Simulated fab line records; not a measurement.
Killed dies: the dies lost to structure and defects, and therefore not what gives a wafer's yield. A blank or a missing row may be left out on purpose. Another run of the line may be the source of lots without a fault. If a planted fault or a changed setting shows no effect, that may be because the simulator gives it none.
Which tool is to blame?	flow berkeley_cmos170	14 lots with 42 wafers sampled at 4 steps, on a route of 331 steps

WHAT THE GAUGES READ, wafer by wafer
UCB170_ACTIVE_OVL_MEAS_14.
lot	measured	on	ACTIVE_OVL (nm)
L874	day 5 00:32	overlay-01	1 -3 -1
L875	day 5 00:46	overlay-02	3 0 -4
L878	day 5 04:12	overlay-02	-2 1 -1
L877	day 5 04:28	overlay-01	-1 3 3
L876	day 5 04:44	overlay-02	9 -3 5
L880	day 6 01:37	overlay-01	4 1 0
L882	day 6 10:17	overlay-02	14 13 14
L886	day 7 08:04	overlay-01	12 4 5
L890	day 7 12:40	overlay-01	-3 2 4
L892	day 8 07:41	overlay-02	13 3 5
L891	day 8 07:41	overlay-01	1 2 0
L893	day 8 08:12	overlay-02	11 5 4
L896	day 8 19:11	overlay-02	2 -3 0
L897	day 8 19:23	overlay-02	11 15 12

UCB170_NSD_CD_MEAS_06: the cd target is 1200 nm.
lot	measured	on	cd_nm (nm)
L874	day 7 16:09	cd_sem-02	1201.7 1200.2 1201.8
L875	day 7 16:29	cd_sem-02	1198.2 1199.1 1199.6
L878	day 7 15:53	cd_sem-02	1201.6 1200.3 1200.0
L877	day 7 16:49	cd_sem-01	1197.9 1199.5 1199.3
L876	day 7 17:33	cd_sem-01	1201.8 1202.2 1201.5
L880	day 8 19:56	cd_sem-01	1200.9 1200.2 1200.8
L882	day 9 04:20	cd_sem-01	1201.2 1201.7 1202.3
L886	day 10 05:44	cd_sem-01	1200.6 1202.1 1201.3
L890	day 10 11:42	cd_sem-02	1201.2 1201.5 1199.9
L892	day 11 05:34	cd_sem-01	1199.2 1197.5 1200.5
L891	day 11 04:53	cd_sem-01	1199.7 1201.1 1200.8
L893	day 11 05:47	cd_sem-02	1198.7 1199.3 1197.8
L896	day 12 06:43	cd_sem-02	1199.9 1199.7 1199.7
L897	day 12 06:19	cd_sem-01	1201.0 1200.1 1199.8

UCB170_CONTACT_OVL_MEAS_16.
lot	measured	on	CONTACT_OVL (nm)
L874	day 8 02:14	overlay-01	3 2 -1
L875	day 8 01:58	overlay-02	1 13 8
L878	day 7 23:50	overlay-02	-5 -6 0
L877	day 8 02:30	overlay-02	-7 -7 -7
L876	day 8 02:52	overlay-02	-1 6 -8
L880	day 9 03:34	overlay-02	3 6 11
L882	day 9 10:35	overlay-01	-4 3 -8
L886	day 10 14:16	overlay-02	6 1 5
L890	day 10 19:13	overlay-01	6 -3 -3
L892	day 11 12:06	overlay-01	1 8 -5
L891	day 11 11:23	overlay-02	-8 -4 1
L893	day 11 13:01	overlay-01	-2 -3 -7
L896	day 12 13:24	overlay-01	-4 3 4
L897	day 12 12:38	overlay-01	9 0 -2

WHICH TOOL RAN EACH LOT (tool, then ch and the chambers of the sampled wafers, then the start)
lot	UCB170_SILICIDE_WET_ETCH_05
L874	wet_bench-01 ch 0, day 7 19:45
L875	wet_bench-01 ch 3, day 7 19:33
L878	wet_bench-01 ch 0, day 7 19:09
L877	wet_bench-01 ch 0, day 7 20:28
L876	wet_bench-01 ch 2, day 7 20:28
L880	wet_bench-04 ch 3, day 8 23:46
L882	wet_bench-01 ch 1, day 9 06:40
L886	wet_bench-04 ch 1, day 10 08:47
L890	wet_bench-01 ch 0, day 10 14:26
L892	wet_bench-01 ch 2, day 11 08:04
L891	wet_bench-01 ch 3, day 11 07:23
L893	wet_bench-01 ch 3, day 11 08:26
L896	wet_bench-01 ch 0, day 12 09:06
L897	wet_bench-01 ch 2, day 12 08:49
- UCB170_SILICIDE_WET_ETCH_05: etches Ti in SPM, time 45 s.

AS READ BY THE TOOLS THEMSELVES (means over the sampled wafers that have a number; for cases with no such wafer, the mark the record gives instead)
UCB170_SILICIDE_WET_ETCH_05.
lot	tool	bath_guard_temp_C (C)	bath_heat_duty_pct (%)
L874	wet_bench-01	120.0	15.5
L875	wet_bench-01	119.0	14.0
L878	wet_bench-01	120.0	15.6
L877	wet_bench-01	120.1	15.8
L876	wet_bench-01	120.5	12.3
L880	wet_bench-04	120.5	10.1
L882	wet_bench-01	121.0	13.0
L886	wet_bench-04	-	-
L890	wet_bench-01	-	-
L892	wet_bench-01	120.5	12.2
L891	wet_bench-01	119.3	14.4
L893	wet_bench-01	119.0	14.3
L896	wet_bench-01	120.3	15.6
L897	wet_bench-01	120.4	12.5

THE ANSWER, worked out from the rows above alone
Rule: the lots themselves supply what counts as usual. The widest of any qualifying gaps counts: lots, ordered by their means at a reading, are off when they make up no more than a third of the lots, leave a main group of 4 or more, and stand apart from it by 3 or more times the standard deviation of that group's means. If all means in a main group match to the digits the tables above print for the reading, that group is not used. Also off: a lot with no number at a reading for which 4 or more lots have one. The other lots that the step has rows for count as sound. The gauges are gone through in route order, then the tools' own readings, and for those a lot's mean is taken as printed above. The first step at which some lot is off is used, and at that step the reading that is off furthest; a lot without a number counts as furthest.
Off at UCB170_SILICIDE_WET_ETCH_05 (bath_guard_temp_C): L886, L890. Without a number there: L886, L890. The main group: mean 120.0 C, standard deviation 0.61.
A tool fits if, at that step or a process step before it, it ran every lot that is off, and no sound lot after the first of them. No candidate that was tried fits.

WHAT WAS PUT IN BY THE SIMULATOR
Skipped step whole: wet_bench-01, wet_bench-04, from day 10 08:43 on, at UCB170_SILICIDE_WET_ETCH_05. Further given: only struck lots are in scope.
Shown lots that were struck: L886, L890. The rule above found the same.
